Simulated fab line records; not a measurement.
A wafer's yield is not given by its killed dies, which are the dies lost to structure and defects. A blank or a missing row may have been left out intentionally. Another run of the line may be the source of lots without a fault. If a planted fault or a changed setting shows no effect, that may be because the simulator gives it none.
Struck lot and sound lot, side by side ; flow rit_cmos ; 15 out of 202 route steps
Sound: wafers L141.2, L141.3, L141.5. Struck: wafers L140.3, L140.6 (left out: L140.5, a lot-mate that was not struck); the cause follows at the end.
Per side, at each step with rows, come the tool, then ch with its chambers, and then its first start. Under that, the readings that differ: sound wafers ; struck wafers ; difference of the means ; sigmas: that difference in standard deviations of wafers without a fault.
alike: a reading whose means differ by less than 2 such deviations, as well as words and numbers matching on both sides. not compared: withheld readings; readings where some wafer has no value; bounds like >300 that might hide an equal value; numbers whose values overlap and for which the record gives no deviation.
The two part at a step that has a row with sigmas, a row that says differs or no value, or rows on one side only. Non-overlapping numbers with no deviation appear without sigmas and do not part them. A reading that every wafer of one side lacks parts them only if that side has two wafers or more.

RIT_M1_THK_MEAS_02: measures by xrf.
  sound on film_metro-03 at day 7 08:59; struck on film_metro-01 at day 7 03:38
  alike: M1_AL_THK
then, 6 steps without rows for these wafers: RIT_M1_HMDS_03 (prime time 60 s); RIT_M1_COAT_04 (resist thk 1300 nm); RIT_M1_SOFTBAKE_05 (time 60 s); RIT_M1_EXPOSE_06 (exposes mask M12, target cd 2600 nm); RIT_M1_PEB_07; RIT_M1_DEVELOP_08 (develop time 68 s).
RIT_M1_CD_MEAS_09 targets a cd of 2600 nm.
  sound on cd_sem-02 at day 7 09:56; struck on cd_sem-02 at day 7 04:35
  alike: cd_nm
RIT_M1_OVL_MEAS_10:
  sound on overlay-01 at day 7 10:02; struck on overlay-02 at day 7 04:41
  alike: M1_OVL
then, 1 step without rows for these wafers: RIT_M1_HARDBAKE_11 (time 120 s).
RIT_M1_METAL_ETCH_12: etches Al in Cl2/BCl3, stops on SiO2, time 165 s, target depth 600 nm.
  sound on rie_metal-03 ch 0,1, day 7 10:19; struck on rie_metal-01 ch 0,1, day 7 05:01
  alike: drypump_motor_current_A, oes_product_au, throttle_valve_pct
  not compared: rf_hours_counter_h
then, 1 step without rows for these wafers: RIT_M1_STRIP_13 (strips in nmp, time 600 s).
RIT_M1_STRIP_14: strips in O2, time 180 s.
  sound on plasma_asher-02 ch 0,1, day 7 10:39; struck on plasma_asher-01 ch 1, day 7 05:21
reading;sound;struck;difference;sigmas
run_length_s (s);208.6 207.9 208.2;160.0 159.9;-48.3;-99 or more
  alike: drypump_motor_current_A
  not compared: rf_hours_counter_h
RIT_M1_CD_MEAS_90 targets a cd of 2600 nm.
  sound on cd_sem-02 at day 7 10:51; struck on cd_sem-01 at day 7 05:36
  alike: cd_nm
RIT_M1_PROBE_99:
  sound on prober-01 at day 7 12:37; struck on prober-02 at day 7 07:24
  alike: defect_limited_yield, killed_at_M0_to_M3, killed_at_contacts, killed_at_front_end, killed_dies, killed_open, killed_short, sort_bin_3_pad_short, sort_bin_5_function, sort_bin_6_memory, sort_n_pass, sort_yield_pct

WHERE THEY PART
Within this record, at RIT_M1_STRIP_14 only. Later steps at which nothing parts them and some readings are alike: RIT_M1_CD_MEAS_90, RIT_M1_PROBE_99.

WHY: the cause the simulator had injected
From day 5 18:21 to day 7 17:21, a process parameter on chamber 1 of plasma_asher-01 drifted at RIT_M1_STRIP_14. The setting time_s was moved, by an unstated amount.
